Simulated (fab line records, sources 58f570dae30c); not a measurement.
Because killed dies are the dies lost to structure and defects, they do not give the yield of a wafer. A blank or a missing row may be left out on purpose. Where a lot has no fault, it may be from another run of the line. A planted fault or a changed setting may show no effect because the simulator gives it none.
Split-lot study -- flow berkeleyCmos170 -- 23 wafers read from 5 lots, route of 331 steps

== ON THE SPLIT ==
At UCB170_ZERO_COAT_01 (resist thk 900 nm), the setting spinRpm was moved away from the recipe's 1500 rpm on 9 of the 23 wafers read, by -5.6% to +3.4%. For the rest of the wafers, this setting stayed at what the recipe calls for.

Reading taken at the split's own step.

== THE READING ==
KrF_of_ZERO_COAT_01.thkNm (the simulator's own value, which no gauge read), in nm, at UCB170_ZERO_COAT_01 (resist thk 900 nm). No usual value for it is given in the file. Average 898.0 nm, standard deviation 4.7 nm, over the 14 wafers here run with the recipe.

wafer,"tool, chamber at the split","spinRpm as run, rpm",against the recipe,"KrF_of_ZERO_COAT_01.thkNm, nm",against lot-mates on the recipe
L074.1,"lithoTrack-02, 0",1500,recipe,894.2,-
L074.5,"lithoTrack-02, 0",1500,recipe,895.1,-
L074.6,"lithoTrack-02, 0",1500,recipe,896.3,-
L076.1,"lithoTrack-03, 0",1500,recipe,906.6,-
L076.3,"lithoTrack-03, 0",1551,+3.4%,890.1,-12.6
L076.4,"lithoTrack-03, 0",1551,+3.4%,888.7,-14.0
L076.5,"lithoTrack-03, 0",1500,recipe,898.8,-
L076.6,"lithoTrack-03, 0",1551,+3.4%,889.7,-13.0
L083.1,"lithoTrack-03, 0",1470,-2.0%,909.2,+7.4
L083.3,"lithoTrack-03, 0",1470,-2.0%,912.2,+10.4
L083.4,"lithoTrack-03, 0",1500,recipe,903.4,-
L083.5,"lithoTrack-03, 0",1500,recipe,900.3,-
L083.6,"lithoTrack-03, 0",1470,-2.0%,911.9,+10.1
L084.1,"lithoTrack-01, 0",1500,recipe,894.6,-
L084.4,"lithoTrack-01, 0",1500,recipe,894.6,-
L084.2,"lithoTrack-01, 0",1500,recipe,891.8,-
L084.5,"lithoTrack-01, 0",1500,recipe,896,-
L084.6,"lithoTrack-01, 0",1500,recipe,892.5,-
L085.1,"lithoTrack-03, 0",1416,-5.6%,930.1,+26.1
L085.2,"lithoTrack-03, 0",1416,-5.6%,930.6,+26.6
L085.4,"lithoTrack-03, 0",1416,-5.6%,929.5,+25.5
L085.5,"lithoTrack-03, 0",1500,recipe,904.8,-
L085.6,"lithoTrack-03, 0",1500,recipe,903.1,-

THE FIT
A straight line over all 23 wafers: KrF_of_ZERO_COAT_01.thkNm changes by -4.81 nm for each +1% of spinRpm; r = -0.93; the points scatter about the line by 4.9 nm.
The same after taking each lot's own level away (the mean of its wafers on the recipe; 23 wafers): -4.43 nm for each +1%; r = -0.99; scatter 1.8 nm.
The reading moves by 25 nm for the largest change in spinRpm, on that fit.
From 893.90 to 903.95 nm: that is the span of the lots' own levels, equal to 2.2 times the standard deviation above.
Hence the lot-to-lot level has little effect on the slope; both slopes agree.
Check: with one of the wafers moved furthest among these (-5.6%) left out of the fit, the line predicts +25 nm for it against its lot-mates. It came out at +26.1 nm against them.

== THE WHOLE CHAIN: every reading that the file lists as answering this split, in the file's order ==
step,what it does,reading,change (the file's fit),r (the file's)
UCB170_ZERO_COAT_01,resist thk 900 nm,"KrF_of_ZERO_COAT_01.thkNm (the simulator's own value, which no gauge read)",-4.47 nm for each +1% of the setting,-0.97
UCB170_ZERO_STRIP_07,strips in O2,stripTimeToEndpointS,withheld for each +1% of the setting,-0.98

== FILE'S OWN FIT ==
KrF_of_ZERO_COAT_01.thkNm changes by -4.47 nm for each +1% of spinRpm, r = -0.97.
